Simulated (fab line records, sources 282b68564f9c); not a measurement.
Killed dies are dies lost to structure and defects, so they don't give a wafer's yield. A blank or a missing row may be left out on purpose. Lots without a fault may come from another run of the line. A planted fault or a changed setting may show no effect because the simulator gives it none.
Which tool did it? | flow rit_cmos | 7 lots, 21 wafers sampled, at 2 steps of a route of 202

WHAT THE GAUGES READ, wafer by wafer
RIT_NLDD_TW_MEAS_10.
lot  | measured    | on            | NLDD_TW
L109 | day 3 03:31 | film_metro-02 | 2460 2457 2467
L111 | day 3 10:48 | film_metro-02 | 2462 2449 2454
L113 | day 3 21:53 | film_metro-03 | 2486 2478 2486
L115 | day 4 08:35 | film_metro-03 | 2496 2498 2497
L117 | day 4 18:31 | film_metro-01 | 2450 2460 2452
L122 | day 5 20:52 | film_metro-03 | 2483 2483 2475
L127 | day 6 21:37 | film_metro-01 | 2854 2870 2873

WHICH TOOL RAN EACH LOT (tool, then ch and the chambers of the sampled wafers, then the start)
lot  | RIT_NLDD_IMPLANT_08
L109 | implanter-04 ch 0, day 3 03:13
L111 | implanter-04 ch 0, day 3 10:30
L113 | implanter-01 ch 0, day 3 21:33
L115 | implanter-02 ch 0, day 4 08:18
L117 | implanter-04 ch 0, day 4 18:12
L122 | implanter-01 ch 0, day 5 20:34
L127 | implanter-01 ch 0, day 6 20:58
- RIT_NLDD_IMPLANT_08

THE ANSWER, worked out from the rows above alone
Rule: what is usual is taken from the lots themselves. Put in order of their means at a reading, lots are off if they are a third of the lots or fewer, leave a main group of 4 or more, and stand apart from it by a gap of 3 or more times the standard deviation of the main group's means; of several such gaps the widest counts. A main group whose means are all the same, to the digits that the tables above print for the reading, isn't used. A lot without any number at a reading at which 4 lots or more have one is off too. The other lots that the step has rows for count as sound.
Off: L127, at RIT_NLDD_TW_MEAS_10 (NLDD_TW). The main group: mean 2472, standard deviation 16.
A tool fits if, at a process step before that reading, it ran every lot that is off, and no sound lot after the first of them. The gauges at RIT_NLDD_TW_MEAS_10 are tried like those tools. Can't be told from this: 2 tools fit, implanter-01 at RIT_NLDD_IMPLANT_08, film_metro-01 at RIT_NLDD_TW_MEAS_10.

WHAT THE SIMULATOR HAD PUT IN
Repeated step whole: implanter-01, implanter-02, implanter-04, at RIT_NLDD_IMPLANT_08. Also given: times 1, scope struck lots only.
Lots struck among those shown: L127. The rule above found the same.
